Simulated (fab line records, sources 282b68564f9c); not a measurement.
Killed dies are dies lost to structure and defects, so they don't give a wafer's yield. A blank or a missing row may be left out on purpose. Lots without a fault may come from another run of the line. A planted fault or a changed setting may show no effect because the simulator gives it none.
Which tool did it? | flow rit_cmos | 15 lots, 45 wafers sampled, at 2 steps of a route of 202

WHAT THE GAUGES READ, wafer by wafer
RIT_M1_OVL_MEAS_10.
lot  | measured    | on         | M1_OVL (nm)
L374 | day 3 13:22 | overlay-02 | -3.9 -2.5 -3.3
L375 | day 3 16:03 | overlay-02 | -2.0 -3.0 -0.7
L376 | day 3 19:03 | overlay-02 | 1.1 2.2 0.1
L377 | day 4 02:55 | overlay-01 | -0.5 -0.7 -2.1
L378 | day 4 05:17 | overlay-01 | -4.7 -4.8 -3.0
L379 | day 4 11:52 | overlay-01 | -2.0 -2.0 -1.3
L380 | day 4 14:56 | overlay-01 | -3.1 -2.5 -1.3
L382 | day 5 06:08 | overlay-02 | 5.3 3.2 2.9
L386 | day 6 02:41 | overlay-01 | 3.5 4.1 4.5
L388 | day 6 11:53 | overlay-02 | 5.6 4.3 4.5
L389 | day 6 15:01 | overlay-02 | 4.4 5.1 4.5
L390 | day 6 20:37 | overlay-01 | -1.4 -2.0 -2.6
L391 | day 7 01:47 | overlay-01 | -3.3 -3.4 -2.9
L392 | day 7 05:46 | overlay-02 | 0.5 0.5 -0.6
L393 | day 7 11:34 | overlay-01 | -1.2 -2.1 -0.2

WHICH TOOL RAN EACH LOT (tool, then ch and the chambers of the sampled wafers, then the start)
lot  | RIT_M1_EXPOSE_06
L374 | iline_stepper-01 ch 0, day 3 12:49
L375 | iline_stepper-02 ch 0, day 3 15:30
L376 | iline_stepper-02 ch 0, day 3 18:31
L377 | iline_stepper-02 ch 0, day 4 02:22
L378 | iline_stepper-01 ch 0, day 4 04:44
L379 | iline_stepper-02 ch 0, day 4 11:17
L380 | iline_stepper-02 ch 0, day 4 14:24
L382 | iline_stepper-02 ch 0, day 5 05:35
L386 | iline_stepper-02 ch 0, day 6 02:11
L388 | iline_stepper-02 ch 0, day 6 11:20
L389 | iline_stepper-02 ch 0, day 6 14:30
L390 | iline_stepper-01 ch 0, day 6 20:05
L391 | iline_stepper-01 ch 0, day 7 01:16
L392 | iline_stepper-01 ch 0, day 7 05:13
L393 | iline_stepper-01 ch 0, day 7 11:02
- RIT_M1_EXPOSE_06: exposes mask M12, target cd 2600 nm.

WHAT THE TOOLS THEMSELVES READ (means of the sampled wafers that have a number; where no wafer has one, the mark that the record gives instead)
RIT_M1_EXPOSE_06.
lot  | tool             | exposure_dose_mJ_cm2
L374 | iline_stepper-01 | 250.09
L375 | iline_stepper-02 | 249.92
L376 | iline_stepper-02 | 249.98
L377 | iline_stepper-02 | 250.08
L378 | iline_stepper-01 | 250.08
L379 | iline_stepper-02 | 249.48
L380 | iline_stepper-02 | 250.04
L382 | iline_stepper-02 | 249.92
L386 | iline_stepper-02 | 250.05
L388 | iline_stepper-02 | 250.33
L389 | iline_stepper-02 | 249.82
L390 | iline_stepper-01 | 250.09
L391 | iline_stepper-01 | 250.28
L392 | iline_stepper-01 | 249.99
L393 | iline_stepper-01 | 249.90

THE ANSWER, worked out from the rows above alone
Rule: what is usual is taken from the lots themselves. Put in order of their means at a reading, lots are off if they are a third of the lots or fewer, leave a main group of 4 or more, and stand apart from it by a gap of 3 or more times the standard deviation of the main group's means; of several such gaps the widest counts. A main group whose means are all the same, to the digits that the tables above print for the reading, isn't used. A lot without any number at a reading at which 4 lots or more have one is off too. The other lots that the step has rows for count as sound. The gauges are gone through in route order, then the tools' own readings, and for those a lot's mean is taken as printed above. The first step at which some lot is off is used, and at that step the reading that is off furthest; a lot without a number counts as furthest.
No lot is off at any reading shown: from this, nothing can be told.

WHAT THE SIMULATOR HAD PUT IN
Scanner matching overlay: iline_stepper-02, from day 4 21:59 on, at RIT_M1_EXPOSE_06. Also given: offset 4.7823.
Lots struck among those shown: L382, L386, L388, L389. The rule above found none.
